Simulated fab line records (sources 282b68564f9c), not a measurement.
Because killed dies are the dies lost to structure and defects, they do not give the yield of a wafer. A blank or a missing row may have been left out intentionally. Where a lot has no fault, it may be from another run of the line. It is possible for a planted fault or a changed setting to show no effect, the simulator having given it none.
Struck lot and sound lot, side by side | flow rit_cmos | 20 out of 202 route steps
Sound: these wafers, L491.2, L491.3, L491.4. Struck: wafers L499.1, L499.2, L499.5. Last of all comes the cause.
At each step with rows: each side's tool, then ch and its chambers, then its first start. Under that, the readings that differ: sound wafers | struck wafers | difference of the means | sigmas: that difference in standard deviations of wafers without a fault.
alike: words and numbers the same on both sides, and readings whose means are apart by under 2 such deviations; not compared: readings that were withheld, readings missing a value for some wafer, numbers with overlapping values and no deviation given by the record, and bounds like >300 which may hide the same value.
Wherever a step has rows on one side only, a row that says differs or no value, or a row with sigmas, the two part there. Numbers that have no deviation but don't overlap get no sigmas and don't part them. A reading missing from all wafers of one side parts the sides only when that side holds two or more wafers.

first, 4 steps without rows for these wafers: RIT_ACTIVE_SOFTBAKE_07 (time 60 s); RIT_ACTIVE_EXPOSE_08 (exposes mask M1, target cd 1400 nm); RIT_ACTIVE_PEB_09; RIT_ACTIVE_DEVELOP_10 (develop time 50 s).
RIT_ACTIVE_CD_MEAS_11: target cd 1400 nm.
  sound on cd_sem-02, day 3 06:28; struck on cd_sem-01, day 4 22:34
  alike: cd_nm
then, 1 step without rows for these wafers: RIT_ACTIVE_HARDBAKE_12 (time 60 s).
RIT_ACTIVE_ETCH_13: etches Si3N4 in SF6, stops on SiO2, time 210 s, target depth 210 nm.
  sound on rie_diel-02 ch 0,2,3, day 3 06:43; struck on rie_diel-02 ch 0,1,3, day 4 22:50
  alike: drypump_motor_current_A, oes_product_au, rf_fwd_power_W, throttle_valve_pct
  not compared: rf_hours_counter_h
RIT_ACTIVE_STRIP_14: strips in O2, time 180 s.
  sound on plasma_asher-01 ch 0,1, day 3 06:51; struck on plasma_asher-02 ch 0,1, day 4 22:58
  alike: drypump_motor_current_A
  not compared: rf_hours_counter_h
RIT_ACTIVE_CD_MEAS_90: target cd 1400 nm.
  sound on cd_sem-01, day 3 07:03; struck on cd_sem-01, day 4 23:08
  alike: cd_nm
then, 3 steps without rows for these wafers: RIT_ACTIVE_CLEAN_15 (cleans in SC1, time 600 s); RIT_ACTIVE_CLEAN_16 (cleans in dHF, time 30 s); RIT_ACTIVE_CLEAN_17 (cleans in SC2, time 600 s).
RIT_FOX1_OXIDATION_00: target thk 350.7 nm, ox time 1130 s.
  sound on furnace-03 ch 0, day 3 08:50; struck on furnace-03 ch 0, day 5 01:26
  alike: spike_tc_centre_C, tube_center_temp_C, zone_power_load_pct
RIT_FOX1_THK_MEAS_01:
  sound on film_metro-03, day 3 10:10; struck on film_metro-02, day 5 02:58
  reading             | sound       | struck      | difference | sigmas
  FOX1_OXIDE_THK (nm) | 350 353 354 | 554 548 552 | +199       | +27
RIT_FOX1_WET_ETCH_02: etches SiO2 in BOE, target depth 350 nm, time 390 s.
  sound on wet_bench-03 ch 2, day 3 10:13; struck on wet_bench-02 ch 3, day 5 04:47
  reading                                  | sound             | struck            | difference | sigmas
  model.Si3N4_of_ACTIVE_CVD_03.thk_nm (nm) | 137.6 137.4 138.6 | 133.5 133.9 134.9 | -3.8       |
then, 1 step without rows for these wafers: RIT_FOX2_OXIDATION_00 (target thk 350.7 nm, ox time 1130 s).
RIT_FOX2_THK_MEAS_01:
  sound on film_metro-01, day 3 11:39; struck on film_metro-04, day 5 07:22
  reading             | sound       | struck      | difference | sigmas
  FOX2_OXIDE_THK (nm) | 362 365 358 | 345 340 348 | -17        | -3
RIT_FOX2_CLEAN_02: cleans in dHF, time 180 s.
  sound on wet_bench-01 ch 0, day 3 11:42; struck on wet_bench-04 ch 0, day 5 07:26
  reading                                  | sound             | struck            | difference | sigmas
  model.Si3N4_of_ACTIVE_CVD_03.thk_nm (nm) | 130.6 130.3 131.5 | 126.5 126.9 127.8 | -3.7       |
then, 1 step without rows for these wafers: RIT_FOX2_WET_ETCH_03 (etches Si3N4 in H3PO4, target depth 195 nm, time 2700 s).
RIT_M1_PROBE_99:
  the record has rows for the sound wafers here (prober-01, day 5 04:25) and none for the struck ones

## WHERE THEY PART
First at RIT_FOX1_THK_MEAS_01; last, within this record, at RIT_M1_PROBE_99.

WHY: the cause the simulator had injected
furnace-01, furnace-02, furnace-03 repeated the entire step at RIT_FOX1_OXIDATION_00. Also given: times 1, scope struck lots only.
